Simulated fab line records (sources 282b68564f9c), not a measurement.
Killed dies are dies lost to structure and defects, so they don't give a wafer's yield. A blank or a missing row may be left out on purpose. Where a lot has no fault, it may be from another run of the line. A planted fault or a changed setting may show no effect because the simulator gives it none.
fab line records    flow rit-cmos
record: lots: 14  wafers: 42  last-day: 7
route steps=202 shown NSD@139
lots that met no fault: taken from a fault-free run of the same line
start-h: the number of hours between the record's first day and the start of the first shown wafer of the lot    wait-h: hours from the lot's prior step to this one    " the same as in the row above    L1.1+2: a row that stands for several wafers    - no value present, or no start provided    * or withheld: withheld    < > ~ a bound
route shown NAME@n: NAME is a module with steps in the file, n the number in the route of the first one    usual: mean/standard deviation of fault-free wafers    same: alike in all rows    chamber/n: place in a boat    sites: per-site readings    _std_site: standard deviation of those values    _edge_site: mean of outer sites minus mean of inner sites    radius-mm: how far each site lies from the wafer's centre    mask NAME#n: copy n    behind: the most recent tool/chamber to have shaped the wafer    hold: reason for holding the lot/hours on hold/outcome of the hold    device: the n, p or np transistor that did not switch    end of line: at the end of the route, the tests of the same wafers    a step given without rows: its recipe and nothing more    killed: at the first sort, the dies lost to defects and structure; wafer yield is something else    map: a wafer's dies, x killed, . not, _ none there
set.NAME: the run value of the setting; set.NAME@STEP: its run value at that earlier step    model.NAME: the simulator's own value behind a step, which no gauge read
steps of the route over a sample of lots; a table a step, a row a wafer
services: from which hour (start-h, from the record's first day; less than 0 if before it) a tool's chamber was out of use, for how many hours, and why
== steps ==
step: RIT_NSD_IMPLANT_08
recipe: species: P  energy-kev: 25  dose-cm2: 9.903e+14  tilt-deg: 7
usual: beam-energy-keV: 25.000/0.0078  beam-on-s: 10.03/0.19
lot.wafer  tool          chamber  start-h  wait-h  beam-energy-keV  beam-on-s
L319.1     implanter-03  0        57.94    0.1     24.999           10.14
L319.4     "             0        "        "       24.996           9.84
L319.5     "             0        "        "       24.999           10.23
L321.2     implanter-03  0        68.64    0.1     24.987           9.95
L321.5     "             0        "        "       24.994           10.10
L321.6     "             0        "        "       24.997           10.14
L322.3     implanter-01  0        73.43    0.1     24.997           10.00
L322.4     "             0        "        "       25.012           9.89
L322.6     "             0        "        "       25.005           10.06
L323.1     implanter-01  0        76.31    0.1     25.009           10.10
L323.4     "             0        "        "       25.002           9.81
L323.6     "             0        "        "       25.000           10.24
L324.3     implanter-01  0        82.87    0.1     24.993           9.74
L324.4     "             0        "        "       25.015           10.19
L324.5     "             0        "        "       24.999           9.97
L325.2     implanter-01  0        87.99    0.1     24.998           9.98
L325.3     "             0        "        "       24.997           9.76
L325.4     "             0        "        "       24.997           10.19
L326.1     implanter-03  0        92.67    0.1     25.006           9.84
L326.2     "             0        "        "       25.015           9.73
L326.5     "             0        "        "       25.011           10.44
L328.1     implanter-01  0        101.98   0.1     24.991           9.98
L328.2     "             0        "        "       24.992           9.65
L328.5     "             0        "        "       24.994           10.05
L334.1     implanter-03  -        132.68   0.1     -                -
L334.2     "             -        "        "       -                -
L334.6     "             -        "        "       -                -
L335.1     implanter-04  -        139.21   0.1     -                -
L335.3     "             -        "        "       -                -
L335.4     "             -        "        "       -                -
L337.3     implanter-01  0        153.22   0.1     25.000           9.94
L337.4     "             0        "        "       24.987           9.91
L337.6     "             0        "        "       25.003           9.79
L338.2     implanter-03  0        155.79   0.1     24.989           9.84
L338.5     "             0        "        "       24.992           9.95
L338.6     "             0        "        "       25.002           9.94
L339.1     implanter-04  0        158.35   0.1     25.002           9.99
L339.2     "             0        "        "       25.012           10.31
L339.6     "             0        "        "       25.008           10.16
L340.2     implanter-03  0        164.86   0.1     25.002           9.74
L340.3     "             0        "        "       25.000           9.91
L340.4     "             0        "        "       25.010           10.18
step: RIT_NSD_TW_MEAS_10
usual: NSD_TW: 3084/21
lot.wafer  tool           chamber  start-h  wait-h  NSD_TW
L319.1     film-metro-03  -        58.26    0.1     3073
L319.4     "              -        "        "       3072
L319.5     "              -        "        "       3074
L321.2     film-metro-03  -        68.95    0.1     3087
L321.5     "              -        "        "       3064
L321.6     "              -        "        "       3078
L322.3     film-metro-01  -        73.72    0.1     3075
L322.4     "              -        "        "       3086
L322.6     "              -        "        "       3061
L323.1     film-metro-03  -        76.63    0.1     3102
L323.4     "              -        "        "       3114
L323.6     "              -        "        "       3104
L324.3     film-metro-03  -        83.17    0.1     3102
L324.4     "              -        "        "       3101
L324.5     "              -        "        "       3105
L325.2     film-metro-02  -        88.30    0.1     3056
L325.3     "              -        "        "       3067
L325.4     "              -        "        "       3059
L326.1     film-metro-02  -        92.99    0.1     3049
L326.2     "              -        "        "       3033
L326.5     "              -        "        "       3072
L328.1     film-metro-03  -        102.30   0.1     3084
L328.2     "              -        "        "       3098
L328.5     "              -        "        "       3079
L334.1     film-metro-03  -        133.00   0.1     30
L334.2     "              -        "        "       30
L334.6     "              -        "        "       30
L335.1     film-metro-02  -        139.54   0.1     30
L335.3     "              -        "        "       30
L335.4     "              -        "        "       30
L337.3     film-metro-03  -        153.52   0.1     3105
L337.4     "              -        "        "       3124
L337.6     "              -        "        "       3113
L338.2     film-metro-03  -        156.10   0.1     3127
L338.5     "              -        "        "       3107
L338.6     "              -        "        "       3099
L339.1     film-metro-01  -        158.67   0.1     3062
L339.2     "              -        "        "       3051
L339.6     "              -        "        "       3067
L340.2     film-metro-02  -        165.17   0.1     3067
L340.3     "              -        "        "       3056
L340.4     "              -        "        "       3046
step: RIT_SDANNEAL_RS_MEAS_05
recipe: thk-meas-gauge: four-point-probe
usual: NSD_RS: 85.23/0.26
lot.wafer  tool           chamber  start-h  wait-h  NSD_RS[ohm/sq]
L319.1     film-metro-02  -        60.43    0.1     85.42
L319.4     "              -        "        "       85.70
L319.5     "              -        "        "       85.65
L321.2     film-metro-01  -        71.11    0.1     85.43
L321.5     "              -        "        "       85.44
L321.6     "              -        "        "       85.42
L322.3     film-metro-03  -        75.77    0.1     85.40
L322.4     "              -        "        "       85.24
L322.6     "              -        "        "       85.44
L323.1     film-metro-02  -        78.86    0.1     85.34
L323.4     "              -        "        "       85.23
L323.6     "              -        "        "       85.29
L324.3     film-metro-03  -        85.34    0.1     85.04
L324.4     "              -        "        "       84.94
L324.5     "              -        "        "       84.97
L325.2     film-metro-01  -        90.46    0.1     85.19
L325.3     "              -        "        "       85.51
L325.4     "              -        "        "       84.96
L326.1     film-metro-03  -        95.05    0.1     85.42
L326.2     "              -        "        "       85.54
L326.5     "              -        "        "       85.01
L328.1     film-metro-02  -        104.38   0.1     84.84
L328.2     "              -        "        "       84.90
L328.5     "              -        "        "       85.27
L334.1     film-metro-02  -        135.04   0.1     133.17
L334.2     "              -        "        "       133.11
L334.6     "              -        "        "       133.22
L335.1     film-metro-03  -        141.59   0.1     132.76
L335.3     "              -        "        "       133.10
L335.4     "              -        "        "       132.83
L337.3     film-metro-02  -        155.78   0.1     85.47
L337.4     "              -        "        "       85.68
L337.6     "              -        "        "       85.64
L338.2     film-metro-03  -        158.13   0.1     85.02
L338.5     "              -        "        "       85.13
L338.6     "              -        "        "       85.20
L339.1     film-metro-02  -        160.86   0.1     85.22
L339.2     "              -        "        "       85.33
L339.6     "              -        "        "       85.46
L340.2     film-metro-03  -        167.22   0.1     85.37
L340.3     "              -        "        "       85.53
L340.4     "              -        "        "       85.19
== services ==
tool          chamber  start-h  hours  kind
implanter-01  -        51.37    0.6    repair
implanter-03  -        72.95    3.6    repair
implanter-04  -        77.54    1.0    repair
implanter-04  -        81.70    2.8    repair
implanter-03  -        135.18   6.8    repair
implanter-01  -        164.15   4.4    pm
== key ==
first-sign: step: RIT_NSD_IMPLANT_08  reading: tool-record  direction: missing
effect: step: RIT_NSD_TW_MEAS_10  reading: NSD_TW  direction: down  sigmas: 99+  usual: 3084  struck: 30
effect: step: RIT_SDANNEAL_RS_MEAS_05  reading: NSD_RS  direction: up  sigmas: 99+  usual: 85.23  struck: 133.03
met-at RIT_NSD_IMPLANT_08
struck-lots L334,L335
later-rows-left-out L334.1,L334.2,L334.6,L335.1,L335.3,L335.4
sort-left-out L334.1,L334.2,L334.6,L335.1,L335.3,L335.4
tester-left-out L334,L335
onset-between 92.67 132.68
fault: kind: skipped-step-whole  tool: implanter-03,implanter-04  chamber: -  onset-h: 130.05  steps: RIT_NSD_IMPLANT_08  scope: struck-lots-only
tester-left-out: of these lots the tester's yield and bins aren't shown, on N5 and GAA mostly nor the transistor test; their killed dies are dies lost to structure and defects alone, not to doping, threshold or leakage, so they don't give the yield
sort-left-out: the simulated sort isn't trusted on such a fault, so these wafers' sort isn't shown, and their yield isn't known
later-rows-left-out: the simulator's readings of these wafers behind a module that went badly wrong aren't trusted and aren't shown, but for the sort
